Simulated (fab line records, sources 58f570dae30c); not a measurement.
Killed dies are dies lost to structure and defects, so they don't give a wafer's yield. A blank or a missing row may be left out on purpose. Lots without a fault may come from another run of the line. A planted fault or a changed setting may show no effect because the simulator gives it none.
One fault seen from 2 desks | flow berkeley_cmos170 | each desk has only its own numbers; what lay behind them comes last

THE METROLOGY DESK
What the gauges read, lot by lot, whatever tool the lot ran on: means of the sampled wafers that have a number. A lot is out of limits, marked OUT, if its mean lies more than 4 standard deviations from the usual mean; the brackets give that distance.
Columns: A = cd_nm at UCB170_PSD_CD_MEAS_06, usual 1200.0 nm; B = PSD_OVL at UCB170_PSD_OVL_MEAS_07, usual 2 nm; C = PSD_RS at UCB170_SDANNEAL_RS_MEAS_02, usual 76.7 ohm/sq
lot  | first seen here | A      | B  | C
L424 | day 7 09:26     | 1198.1 | 4  | 76.6
L428 | day 8 01:32     | 1198.8 | 9  | 76.7
L425 | day 8 02:27     | 1199.8 | 2  | -
L429 | day 8 22:29     | 1198.6 | 5  | -
L431 | day 9 08:03     | 1201.7 | 1  | -
L435 | day 9 22:23     | 1200.0 | 3  | 76.4
L438 | day 10 13:37    | 1198.6 | -1 | 76.4
L439 | day 11 02:51    | 1199.4 | 3  | 76.5
L440 | day 11 15:05    | 1198.5 | 5  | 77.0
L441 | day 11 15:12    | 1198.5 | 3  | 76.6
L442 | day 11 21:46    | 1200.8 | 10 | 76.6
L443 | day 11 21:53    | 1198.6 | -2 | 76.7
L444 | day 11 22:08    | 1197.6 | 3  | 76.2
L446 | day 12 12:15    | 1200.9 | 3  | 76.1
L445 | day 12 12:33    | 1200.1 | 0  | 77.0
This desk's finding: nothing out of limits on any of the 15 lots.

THE TOOL OWNER'S DESK: implanter-03
The tool's own readings at UCB170_PSD_IMPLANT_08: means of the sampled wafers that have a number, for each lot that ran on this tool. A lot is out of limits, marked OUT, if its mean lies more than 4 standard deviations from the usual mean; the brackets give that distance.
Columns: A = tilt_deg at UCB170_PSD_IMPLANT_08, usual 6.997 degrees
lot  | first seen here | A
L428 | day 8 01:42     | 6.995
L425 | day 8 02:37     | 7.870 (+42) OUT
L429 | day 8 22:39     | 7.870 (+42) OUT
L431 | day 9 08:12     | 7.916 (+44) OUT
L441 | day 11 15:22    | 7.018
L444 | day 11 22:18    | 7.008
L445 | day 12 12:43    | 6.984
This desk's finding: out of limits on L425, L429, L431; first on L425, day 8 02:37 (tilt_deg at UCB170_PSD_IMPLANT_08). In limits: L428, L441, L444, L445.

PUT TOGETHER
The tool owner's desk could have raised an alarm at day 8 02:37, on L425, L429, L431.
The metrology desk saw nothing out of limits.
The metrology desk has L425, L429, L431 on record, within its limits.
Of the lots named, all ran UCB170_PSD_IMPLANT_08 on implanter-03.

WHAT THE SIMULATOR HAD PUT IN
Process parameter drift: implanter-03, from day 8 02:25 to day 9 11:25, at UCB170_PSD_IMPLANT_08. Setting tilt_deg, moved by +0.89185, from 7. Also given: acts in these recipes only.
Lots struck among those shown: L425, L429, L431.
Hours from the fault's start to each desk's first reading out of limits: the tool owner's desk, 0.
